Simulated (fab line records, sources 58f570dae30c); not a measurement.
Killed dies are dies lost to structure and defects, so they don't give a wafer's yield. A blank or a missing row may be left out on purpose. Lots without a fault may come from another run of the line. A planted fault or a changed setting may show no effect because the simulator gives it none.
Split-lot experiment | flow berkeley_cmos170 | 5 lots, 23 wafers read, on a route of 331 steps

THE SPLIT
At UCB170_PVT_IMPLANT_07, the setting energy_kev was moved away from the recipe's 30 on 10 of the 23 wafers read, by -5.7% to +5.0%. The other wafers ran this setting at the recipe's value.

The reading is taken at the split's own step.

THE READING
implant.drp_nm (the simulator's own value, which no gauge read), in nm, at UCB170_PVT_IMPLANT_07. The file gives no usual value for it.

wafer  | tool, chamber at the split | energy_kev as run | against the recipe | implant.drp_nm, nm | against lot-mates on the recipe
L075.1 | implanter-01, 0            | 28.29             | -5.7%              | 15.99              | -0.57
L075.6 | implanter-01, 0            | 28.29             | -5.7%              | 15.99              | -0.57
L075.2 | implanter-01, 0            | 30                | recipe             | 16.56              | -
L075.3 | implanter-01, 0            | 30                | recipe             | 16.56              | -
L075.5 | implanter-01, 0            | 30                | recipe             | 16.56              | -
L076.1 | implanter-03, 0            | 30                | recipe             | 16.56              | -
L076.3 | implanter-03, 0            | 30                | recipe             | 16.56              | -
L076.5 | implanter-03, 0            | 30                | recipe             | 16.56              | -
L076.2 | implanter-03, 0            | 28.56             | -4.8%              | 16.08              | -0.48
L076.4 | implanter-03, 0            | 28.56             | -4.8%              | 16.08              | -0.48
L077.1 | implanter-03, 0            | 30                | recipe             | 16.56              | -
L077.2 | implanter-03, 0            | 30                | recipe             | 16.56              | -
L077.3 | implanter-03, 0            | 30                | recipe             | 16.56              | -
L082.2 | implanter-04, 0            | 30.5              | +1.7%              | 16.79              | +0.23
L082.3 | implanter-04, 0            | 30.5              | +1.7%              | 16.79              | +0.23
L082.4 | implanter-04, 0            | 30.5              | +1.7%              | 16.79              | +0.23
L082.5 | implanter-04, 0            | 30                | recipe             | 16.56              | -
L082.6 | implanter-04, 0            | 30                | recipe             | 16.56              | -
L083.1 | implanter-04, 0            | 30                | recipe             | 16.56              | -
L083.3 | implanter-04, 0            | 30                | recipe             | 16.56              | -
L083.2 | implanter-04, 0            | 31.49             | +5.0%              | 17.25              | +0.69
L083.4 | implanter-04, 0            | 31.49             | +5.0%              | 17.25              | +0.69
L083.6 | implanter-04, 0            | 31.49             | +5.0%              | 17.25              | +0.69

THE FIT
A straight line over all 23 wafers: implant.drp_nm changes by +0.117 nm for each +1% of energy_kev; r = +0.99; the points scatter about the line by 0.046 nm.
The same after taking each lot's own level away (the mean of its wafers on the recipe; 23 wafers): +0.117 nm for each +1%; r = +0.99; scatter 0.046 nm.
On that fit, the largest move of energy_kev shifts the reading by 0.67 nm.
The lots' own levels span 16.560 to 16.560 nm.
So the lot-to-lot level changes the slope little: the two slopes agree.
Check: with one of the wafers moved furthest among these (-5.7%) left out of the fit, the line predicts -0.647 nm for it against its lot-mates. It came out at -0.57 nm against them.

OTHER SPLITS ON THESE WAFERS
These wafers also went through other splits before the reading. Each is held against what the fit with the lots' levels taken away leaves over:
other split on the same wafers         | wafers away from the commonest value | r with implant.drp_nm (lot level and that fit taken away)
UCB170_ZERO_COAT_01 spin_rpm           | 7                                    | -0.06
UCB170_ZERO_EXPOSE_03 dose_mj          | 9                                    | -0.21
UCB170_NWELL_IMPLANT_14 energy_kev     | 9                                    | -0.05
UCB170_PWELL_COAT_08 resist_thk_nm     | 6                                    | +0.55
UCB170_PWELL_IMPLANT_15 dose_cm2       | 3                                    | +0.02
UCB170_ACTIVE_CVD_05 temp_c            | 15                                   | -0.11
UCB170_PFIELD_IMPLANT_07 dose_cm2      | 10                                   | -0.09
UCB170_SCREENOX_OXIDATION_01 ox_time_s | 15                                   | -0.22
UCB170_NVT_IMPLANT_07 energy_kev       | 9                                    | -0.05

THE WHOLE CHAIN: every reading that the file lists as answering this split, in the file's order
step                  | what it does | reading                                                         | change (the file's fit)               | r (the file's)
UCB170_PVT_IMPLANT_07 |              | implant.rp_nm (the simulator's own value, which no gauge read)  | +0.282 nm for each +1% of the setting | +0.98
UCB170_PVT_IMPLANT_07 |              | implant.drp_nm (the simulator's own value, which no gauge read) | +0.113 nm for each +1% of the setting | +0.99

THE FILE'S OWN FIT
implant.drp_nm changes by +0.113 nm for each +1% of energy_kev, r = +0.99.
